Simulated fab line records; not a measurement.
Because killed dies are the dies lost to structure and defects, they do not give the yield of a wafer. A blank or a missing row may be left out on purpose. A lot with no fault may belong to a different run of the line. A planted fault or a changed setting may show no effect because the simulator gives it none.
Which tool is to blame? + flow rit cmos + 14 lots with 42 wafers sampled at 4 steps, on a route of 202 steps

== WHAT EACH GAUGE READ, for each wafer ==
RIT_SDANNEAL_RS_MEAS_07: the measuring method here is four-point-probe. Usual: for NLDD_RS the level is 154.5 ohm/sq and the standard deviation is 0.61.
| lot  | measured    | on            | NLDD_RS (ohm/sq)  | flag |
|------|-------------|---------------|-------------------|------|
| L980 | day 3 07:38 | film metro-01 | 154.0 154.8 154.3 |      |
| L981 | day 3 09:11 | film metro-01 | 154.7 154.2 154.9 |      |
| L982 | day 3 17:47 | film metro-01 | 155.0 155.0 155.1 |      |
| L983 | day 4 00:10 | film metro-01 | 154.2 154.2 154.6 |      |
| L984 | day 4 07:08 | film metro-01 | 154.7 154.6 154.1 |      |
| L985 | day 4 09:09 | film metro-04 | 153.1 154.0 154.0 |      |
| L986 | day 4 10:11 | film metro-02 | 154.5 153.8 154.1 |      |
| L987 | day 4 14:08 | film metro-02 | 154.5 154.5 155.0 |      |
| L988 | day 4 18:28 | film metro-02 | 155.0 155.7 155.7 |      |
| L995 | day 6 05:56 | film metro-01 | 154.3 154.8 154.2 |      |
| L997 | day 6 13:52 | film metro-04 | 154.9 154.6 155.1 |      |
| L998 | day 6 20:40 | film metro-01 | 154.6 155.2 155.3 |      |
| L100 | day 7 06:58 | film metro-04 | 154.1 154.1 154.0 |      |
| L102 | day 7 17:41 | film metro-01 | 154.4 154.2 154.2 |      |

RIT_SILICIDE_RS_MEAS_02: the measuring method here is four-point-probe. Usual: for SILICIDE_TI_RS the level is 47.7 ohm/sq and the standard deviation is 0.83.
| lot  | measured    | on            | SILICIDE_TI_RS (ohm/sq) | flag |
|------|-------------|---------------|-------------------------|------|
| L980 | day 3 07:55 | film metro-02 | 47.1 47.6 47.9          |      |
| L981 | day 3 09:28 | film metro-02 | 48.7 49.3 48.0          |      |
| L982 | day 3 18:05 | film metro-03 | 46.6 46.2 46.9          |      |
| L983 | day 4 00:27 | film metro-03 | 47.4 47.2 48.3          |      |
| L984 | day 4 07:26 | film metro-03 | 47.6 46.8 49.2          |      |
| L985 | day 4 09:27 | film metro-03 | 47.7 48.4 48.0          |      |
| L986 | day 4 10:29 | film metro-03 | 47.8 47.9 47.8          |      |
| L987 | day 4 14:26 | film metro-02 | 46.8 47.0 47.8          |      |
| L988 | day 4 18:46 | film metro-03 | 47.4 47.7 47.2          |      |
| L995 | day 6 06:13 | film metro-03 | 31.2 46.5 48.0          | OFF  |
| L997 | day 6 14:09 | film metro-03 | 31.2 47.1 47.7          | OFF  |
| L998 | day 6 20:57 | film metro-02 | 48.8 47.4 46.9          |      |
| L100 | day 7 07:15 | film metro-03 | 50.0 49.3 49.0          |      |
| L102 | day 7 17:58 | film metro-02 | 48.6 49.8 48.5          |      |

RIT_SILICIDE_THK_MEAS_03: measures by xrf. Usual: for SILICIDE_TI_THK the level is 29.9 nm and the standard deviation is 0.41.
| lot  | measured    | on            | SILICIDE_TI_THK (nm) | flag |
|------|-------------|---------------|----------------------|------|
| L980 | day 3 08:01 | film metro-02 | 30.3 30.1 29.9       |      |
| L981 | day 3 09:35 | film metro-02 | 29.4 29.2 29.8       |      |
| L982 | day 3 18:11 | film metro-03 | 30.3 30.4 30.1       |      |
| L983 | day 4 00:34 | film metro-03 | 29.9 30.1 29.7       |      |
| L984 | day 4 07:33 | film metro-03 | 29.8 30.0 29.0       |      |
| L985 | day 4 09:34 | film metro-03 | 29.7 29.5 29.8       |      |
| L986 | day 4 10:35 | film metro-03 | 29.7 29.6 29.8       |      |
| L987 | day 4 14:32 | film metro-02 | 30.4 30.5 30.1       |      |
| L988 | day 4 18:53 | film metro-03 | 29.9 29.8 29.9       |      |
| L995 | day 6 06:19 | film metro-03 | 42.1 30.4 29.7       | OFF  |
| L997 | day 6 14:16 | film metro-03 | 42.1 30.2 29.8       | OFF  |
| L998 | day 6 21:04 | film metro-02 | 29.7 30.2 30.6       |      |
| L100 | day 7 07:22 | film metro-03 | 29.0 29.4 29.4       |      |
| L102 | day 7 18:05 | film metro-02 | 29.7 29.1 29.7       |      |

== WHAT TOOL EACH LOT RAN ON (gives the tool, then ch and the chambers of the sampled wafers, and finally the start) ==
| lot  | RIT_SILICIDE_SPUTTER_01     |
|------|-----------------------------|
| L980 | pvd sputter-04, day 3 07:44 |
| L981 | pvd sputter-03, day 3 09:19 |
| L982 | pvd sputter-04, day 3 17:55 |
| L983 | pvd sputter-01, day 4 00:18 |
| L984 | pvd sputter-03, day 4 07:16 |
| L985 | pvd sputter-04, day 4 09:16 |
| L986 | pvd sputter-03, day 4 10:18 |
| L987 | pvd sputter-04, day 4 14:14 |
| L988 | pvd sputter-03, day 4 18:37 |
| L995 | pvd sputter-04, day 6 06:02 |
| L997 | pvd sputter-04, day 6 13:59 |
| L998 | pvd sputter-03, day 6 20:48 |
| L100 | pvd sputter-03, day 7 07:05 |
| L102 | pvd sputter-03, day 7 17:49 |
- RIT_SILICIDE_SPUTTER_01: material Ti, target thk 30 nm, time 240 s.

== WHAT THE TOOLS THEMSELVES READ (means of the sampled wafers that have a number; where no wafer has one, the mark that the record gives instead) ==
RIT_SILICIDE_SPUTTER_01. Usual: substrate temp c 24.98 C, standard deviation 0.12; throttle valve pct 30.1 %, standard deviation 0.92.
| lot  | tool           | substrate temp c (C) | throttle valve pct (%) | flag |
|------|----------------|----------------------|------------------------|------|
| L980 | pvd sputter-04 | 25.00                | 30.2                   |      |
| L981 | pvd sputter-03 | 24.94                | 29.5                   |      |
| L982 | pvd sputter-04 | 24.92                | 30.5                   |      |
| L983 | pvd sputter-01 | 24.88                | 30.7                   |      |
| L984 | pvd sputter-03 | 24.88                | 29.7                   |      |
| L985 | pvd sputter-04 | 25.06                | 29.6                   |      |
| L986 | pvd sputter-03 | 25.00                | 29.6                   |      |
| L987 | pvd sputter-04 | 25.06                | 30.9                   |      |
| L988 | pvd sputter-03 | 25.00                | 29.5                   |      |
| L995 | pvd sputter-04 | 24.98                | 29.9                   |      |
| L997 | pvd sputter-04 | 25.01                | 29.9                   |      |
| L998 | pvd sputter-03 | 24.91                | 29.1                   |      |
| L100 | pvd sputter-03 | 25.01                | 29.8                   |      |
| L102 | pvd sputter-03 | 24.99                | 30.4                   |      |

== THE ANSWER, worked out from the rows above alone ==
Rule: a lot counts as off when the mean over its wafers that have a number is more than 3 standard deviations away from the usual mean. A lot without any number at a reading at which 4 lots or more have one is off too. The other lots that the step has rows for count as sound. The gauges are gone through in route order, then the tools' own readings, and for those a lot's mean is taken as printed above. At the first step where some lot is off, the reading lying furthest off is the one used; lots without a number count as furthest.
Off: L995, L997, seen at RIT_SILICIDE_RS_MEAS_02 (SILICIDE_TI_RS).
If a tool, at a process step before that reading, ran all the lots that are off and no sound lot after the first of them, it fits. Those tools and the gauges at RIT_SILICIDE_RS_MEAS_02 are tried in the same way. One fits: pvd sputter-04 at RIT_SILICIDE_SPUTTER_01. A fault onset in the window from L987 (day 4 14:14, its last sound lot) to L995 (day 6 06:02, its first lot off) fits.

== WHAT WAS PUT IN BY THE SIMULATOR ==
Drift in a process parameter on pvd sputter-04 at RIT_SILICIDE_SPUTTER_01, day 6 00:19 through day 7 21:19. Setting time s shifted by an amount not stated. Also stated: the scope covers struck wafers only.
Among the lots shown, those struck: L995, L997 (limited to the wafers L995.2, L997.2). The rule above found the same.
